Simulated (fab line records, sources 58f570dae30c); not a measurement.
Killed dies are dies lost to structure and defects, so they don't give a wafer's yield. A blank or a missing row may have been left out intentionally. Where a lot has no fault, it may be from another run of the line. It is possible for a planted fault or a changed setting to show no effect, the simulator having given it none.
Which tool is to blame? | flow berkeley cmos170 | 21 wafers from 7 lots sampled at 2 of the route's 331 steps

== WHAT THE GAUGES SHOWED, per wafer ==
UCB170_SDANNEAL_RS_MEAS_05: a four-point-probe measurement.
lot  | measured     | on            | NLDD_RS (ohm/sq)
L440 | day 8 18:10  | film metro-04 | 616.0 617.0 615.6
L441 | day 8 18:10  | film metro-01 | 616.5 616.0 615.2
L443 | day 8 19:13  | film metro-01 | 617.2 617.0 617.7
L444 | day 9 08:32  | film metro-02 | 614.8 613.9 614.3
L450 | day 10 16:11 | film metro-04 | 614.9 615.8 614.9
L454 | day 11 17:46 | film metro-01 | 610.1 609.7 609.8
L459 | day 13 03:50 | film metro-04 | 607.5 609.6 609.0

== TOOL THAT RAN EACH LOT (tool first, then ch and the chambers of the sampled wafers, then the start) ==
lot  | UCB170_NLDD_IMPLANT_09
L440 | implanter-03 ch 0, day 8 03:30
L441 | implanter-03 ch 0, day 8 03:48
L443 | implanter-02 ch 0, day 8 04:23
L444 | implanter-02 ch 0, day 8 19:17
L450 | implanter-03 ch 0, day 10 03:27
L454 | implanter-02 ch 0, day 11 05:16
L459 | implanter-02 ch 0, day 12 16:07
- UCB170_NLDD_IMPLANT_09

== THE ANSWER, worked out from the rows above alone ==
Rule: what is usual is taken from the lots themselves. The widest of any qualifying gaps counts: lots, ordered by their means at a reading, are off when they make up no more than a third of the lots, leave a main group of 4 or more, and stand apart from it by 3 or more times the standard deviation of that group's means. A main group is skipped when, at the precision printed for the reading in the tables above, its means are all equal. A lot without any number at a reading at which 4 lots or more have one is off too. Any other lot the step has rows for is counted as sound.
Off: L454, L459, seen at UCB170_SDANNEAL_RS_MEAS_05 (NLDD_RS). For the main group the mean is 615.8 ohm/sq and the standard deviation 0.99.
A tool fits if, at a process step before that reading, it ran every lot that is off, and no sound lot after the first of them. Those tools and the gauges at UCB170_SDANNEAL_RS_MEAS_05 are tried in the same way. One candidate fits, namely implanter-02 at UCB170_NLDD_IMPLANT_09. Its last sound lot is L444 (day 8 19:17), its first lot that is off L454 (day 11 05:16): a fault that began between those two fits.

== WHAT HAD BEEN PUT IN BY THE SIMULATOR ==
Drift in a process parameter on implanter-02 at UCB170_NLDD_IMPLANT_09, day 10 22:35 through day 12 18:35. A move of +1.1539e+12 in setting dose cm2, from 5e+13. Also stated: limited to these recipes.
Shown lots that were struck: L454, L459. The rule above reached the same finding.
